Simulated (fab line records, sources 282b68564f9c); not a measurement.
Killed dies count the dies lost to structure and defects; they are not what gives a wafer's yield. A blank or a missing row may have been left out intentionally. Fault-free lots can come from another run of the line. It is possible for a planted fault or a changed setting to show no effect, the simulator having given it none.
The same fault as seen by 2 desks || flow rit_cmos || each desk has only its own numbers; what lay behind them comes last

== AT THE METROLOGY DESK ==
What the gauges read, lot by lot, whatever tool the lot ran on: means of the sampled wafers that have a number. The brackets show how far a lot's mean lies from the usual mean; more than 4 standard deviations puts the lot out of limits, marked OUT.
Columns: A = ACTIVE_NITRIDE_THK at RIT_ACTIVE_THK_MEAS_04, usual 149.3 nm; B = FOX2_OXIDE_THK at RIT_FOX2_THK_MEAS_01, usual 352 nm
{"lot": "L255", "first seen here": "day 1 13:32", "A": 152.0, "B": 358}
{"lot": "L256", "first seen here": "day 1 20:02", "A": 151.0, "B": 348}
{"lot": "L257", "first seen here": "day 2 00:10", "A": 147.7, "B": 360}
{"lot": "L258", "first seen here": "day 2 04:57", "A": 148.9, "B": 349}
{"lot": "L262", "first seen here": "day 3 00:33", "A": 147.6, "B": 346}
{"lot": "L265", "first seen here": "day 3 16:20", "A": 144.2, "B": 359}
{"lot": "L266", "first seen here": "day 3 20:40", "A": 143.3, "B": "-"}
{"lot": "L269", "first seen here": "day 4 12:04", "A": 149.0, "B": 351}
{"lot": "L270", "first seen here": "day 4 16:58", "A": 148.2, "B": 364}
{"lot": "L272", "first seen here": "day 5 03:16", "A": 147.1, "B": 348}
{"lot": "L273", "first seen here": "day 5 07:35", "A": 147.9, "B": 347}
{"lot": "L274", "first seen here": "day 5 14:27", "A": 147.3, "B": 348}
{"lot": "L275", "first seen here": "day 5 17:48", "A": 148.1, "B": 349}
{"lot": "L277", "first seen here": "day 6 04:14", "A": 149.9, "B": 361}
Result from this desk: across the 14 lots, nothing is out of limits.

== FOR THE TOOL OWNER'S DESK: lpcvd-01 ==
The tool's own readings at RIT_ACTIVE_CVD_03 (deposits Si3N4 from SiH2Cl2/NH3, target thk 150 nm, time 1500 s): means of the sampled wafers that have a number, for each lot that ran on this tool. The brackets show how far a lot's mean lies from the usual mean; more than 4 standard deviations puts the lot out of limits, marked OUT.
Columns: A = susceptor_temp_C at RIT_ACTIVE_CVD_03, usual 810.1 C; B = zone_power_centre_pct at RIT_ACTIVE_CVD_03, usual 39.0 %
{"lot": "L256", "first seen here": "day 1 18:36", "A": 809.5, "B": 39.9}
{"lot": "L265", "first seen here": "day 3 14:53", "A": 809.7, "B": 39.9}
{"lot": "L266", "first seen here": "day 3 19:14", "A": 810.1, "B": 37.4}
Result from this desk: across the 3 lots, nothing is out of limits.

== TAKEN TOGETHER ==
The metrology desk saw nothing out of limits.
The desk of the tool owner found nothing out of limits.

== WHAT THE SIMULATOR PUT IN ==
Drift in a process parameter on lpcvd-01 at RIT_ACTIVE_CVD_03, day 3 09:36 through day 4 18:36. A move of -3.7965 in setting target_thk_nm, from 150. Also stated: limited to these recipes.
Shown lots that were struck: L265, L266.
